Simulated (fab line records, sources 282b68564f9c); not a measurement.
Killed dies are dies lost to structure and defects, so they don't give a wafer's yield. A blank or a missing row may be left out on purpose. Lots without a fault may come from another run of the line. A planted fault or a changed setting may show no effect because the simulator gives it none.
A struck lot beside a sound one | flow rit_cmos | 43 steps out of a route of 202
Sound: wafers L543.1, L543.2, L543.6. Struck: wafers L551.1, L551.2, L551.3. The cause comes at the end.
At each step with rows: each side's tool, then ch and its chambers, then its first start. Under that, the readings that differ: sound wafers | struck wafers | difference of the means | sigmas: that difference in standard deviations of wafers without a fault.
alike: readings whose means differ by less than 2 such deviations, and words and numbers that are the same on both sides. not compared: withheld readings, readings that some wafer has no value for, bounds like >300 that may hide the same value, and numbers for which the record gives no deviation and whose values overlap.
The two part at a step that has a row with sigmas, a row that says differs or no value, or rows on one side only. Numbers that don't overlap but have no deviation are shown without sigmas and don't part them. A reading that every wafer of one side lacks parts them only if that side has two wafers or more.

first, 3 steps without rows for these wafers: RIT_REOX_CLEAN_01 (cleans in dHF, time 30 s); RIT_REOX_CLEAN_02 (cleans in SC2, time 600 s); RIT_REOX_OXIDATION_03 (target thk 25.2 nm, ox time 5580 s).
RIT_REOX_THK_MEAS_04:
  sound on film_metro-03, day 3 22:13; struck on film_metro-04, day 6 08:35
  alike: REOX_OXIDE_THK
then, 6 steps without rows for these wafers: RIT_NLDD_HMDS_00 (prime time 60 s); RIT_NLDD_COAT_01 (resist thk 1000 nm); RIT_NLDD_SOFTBAKE_02 (time 60 s); RIT_NLDD_EXPOSE_03 (exposes mask M7, target cd 40700 nm); RIT_NLDD_PEB_04; RIT_NLDD_DEVELOP_05 (develop time 50 s).
RIT_NLDD_OVL_MEAS_06:
  sound on overlay-01, day 3 23:07; struck on overlay-01, day 6 09:56
  alike: NLDD_OVL
then, 1 step without rows for these wafers: RIT_NLDD_HARDBAKE_07 (time 60 s).
RIT_NLDD_IMPLANT_08:
  sound on implanter-01 ch 0, day 3 23:19; struck on implanter-01 ch 0, day 6 10:08
  reading                   | sound             | struck            | difference | sigmas
  implant_ion_amu           | 31 31 31          | 11 11 11          | -20        |
  model.implant.rp_nm (nm)  | 27.73 27.73 27.73 | 66.03 66.03 66.03 | +38.30     |
  model.implant.drp_nm (nm) | 12.97 12.97 12.97 | 28.34 28.34 28.34 | +15.37     |
  alike: beam_energy_keV
RIT_NLDD_STRIP_09: strips in O2, time 180 s.
  sound on plasma_asher-04 ch 0,1, day 3 23:28; struck on plasma_asher-04 ch 0,1, day 6 10:17
  alike: chamber_pressure_mTorr, drypump_motor_current_A
  not compared: rf_hours_counter_h
RIT_NLDD_TW_MEAS_10:
  sound on film_metro-02, day 3 23:38; struck on film_metro-04, day 6 10:27
  reading | sound          | struck         | difference | sigmas
  NLDD_TW | 2470 2486 2484 | 1312 1305 1306 | -1172      | -84
then, 6 steps without rows for these wafers: RIT_PLDD_HMDS_00 (prime time 60 s); RIT_PLDD_COAT_01 (resist thk 1000 nm); RIT_PLDD_SOFTBAKE_02 (time 60 s); RIT_PLDD_EXPOSE_03 (exposes mask M8, target cd 40900 nm); RIT_PLDD_PEB_04; RIT_PLDD_DEVELOP_05 (develop time 50 s).
RIT_PLDD_OVL_MEAS_06:
  sound on overlay-02, day 4 00:32; struck on overlay-02, day 6 11:29
  alike: PLDD_OVL
then, 2 steps without rows for these wafers: RIT_PLDD_HARDBAKE_07 (time 60 s); RIT_PLDD_IMPLANT_08.
RIT_PLDD_STRIP_09: strips in O2, time 180 s.
  sound on plasma_asher-04 ch 0,1, day 4 00:53; struck on plasma_asher-02 ch 0,1, day 6 11:49
  reading                     | sound       | struck      | difference | sigmas
  drypump_motor_current_A (A) | 5.1 5.3 5.2 | 6.3 6.6 6.3 | +1.2       | +2
  alike: chamber_pressure_mTorr
  not compared: rf_hours_counter_h
RIT_PLDD_TW_MEAS_10:
  sound on film_metro-02, day 4 01:03; struck on film_metro-02, day 6 12:00
  alike: PLDD_TW
then, 4 steps without rows for these wafers: RIT_SPACER_CLEAN_00 (cleans in SC1, time 600 s); RIT_SPACER_CLEAN_01 (cleans in dHF, time 30 s); RIT_SPACER_CLEAN_02 (cleans in SC2, time 600 s); RIT_SPACER_CVD_03 (deposits Si3N4 from SiH2Cl2/NH3, target thk 250 nm, time 3300 s).
RIT_SPACER_THK_MEAS_04:
  sound on film_metro-04, day 4 03:25; struck on film_metro-03, day 6 14:20
  alike: SPACER_NITRIDE_THK
RIT_SPACER_ETCHBACK_05: etches Si3N4 in SF6/CHF3, stops on SiO2, target depth 250 nm, time 240 s.
  sound on rie_diel-02 ch 0,3, day 4 03:28; struck on rie_diel-03 ch 0,2,3, day 6 14:24
  alike: chamber_pressure_mTorr, drypump_motor_current_A, oes_product_au, throttle_valve_pct
  not compared: rf_hours_counter_h
then, 6 steps without rows for these wafers: RIT_NSD_HMDS_00 (prime time 60 s); RIT_NSD_COAT_01 (resist thk 1000 nm); RIT_NSD_SOFTBAKE_02 (time 60 s); RIT_NSD_EXPOSE_03 (exposes mask M9, target cd 40700 nm); RIT_NSD_PEB_04; RIT_NSD_DEVELOP_05 (develop time 50 s).
RIT_NSD_OVL_MEAS_06:
  sound on overlay-01, day 4 04:28; struck on overlay-02, day 6 15:31
  alike: NSD_OVL
then, 2 steps without rows for these wafers: RIT_NSD_HARDBAKE_07 (time 60 s); RIT_NSD_IMPLANT_08.
RIT_NSD_STRIP_09: strips in O2, time 180 s.
  sound on plasma_asher-01 ch 0,1, day 4 04:49; struck on plasma_asher-01 ch 0,1, day 6 15:52
  alike: chamber_pressure_mTorr, drypump_motor_current_A
  not compared: rf_hours_counter_h
RIT_SDANNEAL_RS_MEAS_07: measures by four-point-probe.
  sound on film_metro-04, day 4 07:15; struck on film_metro-01, day 6 19:21
  reading          | sound             | struck         | difference | sigmas
  NLDD_RS (ohm/sq) | 151.8 151.8 152.3 | 82.0 82.1 82.1 | -69.9      | -99 or more

WHERE THEY PART
First at RIT_NLDD_TW_MEAS_10; last, within this record, at RIT_SDANNEAL_RS_MEAS_07.

WHY: what the simulator had put in
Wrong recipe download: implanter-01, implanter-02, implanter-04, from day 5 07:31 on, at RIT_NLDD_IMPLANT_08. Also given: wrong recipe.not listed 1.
